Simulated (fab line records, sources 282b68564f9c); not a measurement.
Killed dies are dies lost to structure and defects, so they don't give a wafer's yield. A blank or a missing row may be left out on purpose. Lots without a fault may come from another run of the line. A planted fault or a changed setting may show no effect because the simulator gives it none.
Which tool did it? | flow rit_cmos | 13 lots, 39 wafers sampled, at 2 steps of a route of 202

WHAT THE GAUGES READ, wafer by wafer
RIT_M1_CD_MEAS_90: target cd 2600 nm.
lot  | measured    | on        | cd_nm (nm)
L418 | day 3 08:03 | cd_sem-02 | 2597.7 2596.2 2595.6
L419 | day 3 14:32 | cd_sem-02 | 2604.2 2600.9 2603.7
L420 | day 3 19:49 | cd_sem-01 | 2601.2 2602.1 2601.4
L423 | day 4 09:38 | cd_sem-02 | 2603.7 2606.5 2603.7
L424 | day 4 13:14 | cd_sem-01 | 2600.7 2601.5 2601.2
L425 | day 4 17:49 | cd_sem-02 | 2604.8 2601.6 2603.6
L426 | day 5 00:23 | cd_sem-01 | 2601.4 2598.4 2599.7
L427 | day 5 04:44 | cd_sem-01 | 2601.9 2600.4 2598.9
L433 | day 6 15:01 | cd_sem-02 | 2597.1 2598.5 2600.3
L437 | day 7 10:52 | cd_sem-02 | 2590.9 2598.6 2591.0
L438 | day 7 15:25 | cd_sem-01 | 2601.0 2601.6 2602.5
L439 | day 7 19:18 | cd_sem-02 | 2601.7 2600.9 2601.5
L441 | day 8 02:48 | cd_sem-02 | 2601.7 2601.5 2601.0

WHICH TOOL RAN EACH LOT (tool, then ch and the chambers of the sampled wafers, then the start)
lot  | RIT_M1_METAL_ETCH_12
L418 | rie_metal-02 ch 0,1, day 3 07:32
L419 | rie_metal-04 ch 0,1, day 3 14:01
L420 | rie_metal-01 ch 0,1, day 3 19:17
L423 | rie_metal-01 ch 0,1, day 4 09:08
L424 | rie_metal-02 ch 0,1, day 4 12:40
L425 | rie_metal-04 ch 0,1, day 4 17:17
L426 | rie_metal-01 ch 0,1, day 4 23:52
L427 | rie_metal-02 ch 0,1, day 5 04:09
L433 | rie_metal-02 ch 0,1, day 6 14:31
L437 | rie_metal-01 ch 0,1, day 7 10:22
L438 | rie_metal-02 ch 0,1, day 7 14:53
L439 | rie_metal-04 ch 0, day 7 18:47
L441 | rie_metal-02 ch 0,1, day 8 02:17
- RIT_M1_METAL_ETCH_12: etches Al in Cl2/BCl3, stops on SiO2, time 165 s, target depth 600 nm.

WHAT THE TOOLS THEMSELVES READ (means of the sampled wafers that have a number; where no wafer has one, the mark that the record gives instead)
RIT_M1_METAL_ETCH_12.
lot  | tool         | drypump_motor_current_A (A) | oes_product_au (a.u.) | throttle_valve_pct (%)
L418 | rie_metal-02 | 5.6                         | 0.769                 | 8.19
L419 | rie_metal-04 | 5.4                         | 0.776                 | 8.29
L420 | rie_metal-01 | 6.0                         | 0.783                 | 8.34
L423 | rie_metal-01 | 6.0                         | 0.784                 | 8.36
L424 | rie_metal-02 | 5.6                         | 0.774                 | 8.18
L425 | rie_metal-04 | 5.4                         | 0.767                 | 8.28
L426 | rie_metal-01 | 6.0                         | 0.792                 | 8.30
L427 | rie_metal-02 | 5.9                         | 0.776                 | 8.22
L433 | rie_metal-02 | 5.9                         | 0.771                 | 8.21
L437 | rie_metal-01 | 6.0                         | 0.785                 | 8.30
L438 | rie_metal-02 | 5.6                         | 0.770                 | 8.19
L439 | rie_metal-04 | 5.8                         | 0.769                 | 8.09
L441 | rie_metal-02 | 5.9                         | 0.776                 | 8.21

THE ANSWER, worked out from the rows above alone
Rule: what is usual is taken from the lots themselves. Put in order of their means at a reading, lots are off if they are a third of the lots or fewer, leave a main group of 4 or more, and stand apart from it by a gap of 3 or more times the standard deviation of the main group's means; of several such gaps the widest counts. A main group whose means are all the same, to the digits that the tables above print for the reading, isn't used. A lot without any number at a reading at which 4 lots or more have one is off too. The other lots that the step has rows for count as sound. The gauges are gone through in route order, then the tools' own readings, and for those a lot's mean is taken as printed above. The first step at which some lot is off is used, and at that step the reading that is off furthest; a lot without a number counts as furthest.
No lot is off at any reading shown: from this, nothing can be told.

WHAT THE SIMULATOR HAD PUT IN
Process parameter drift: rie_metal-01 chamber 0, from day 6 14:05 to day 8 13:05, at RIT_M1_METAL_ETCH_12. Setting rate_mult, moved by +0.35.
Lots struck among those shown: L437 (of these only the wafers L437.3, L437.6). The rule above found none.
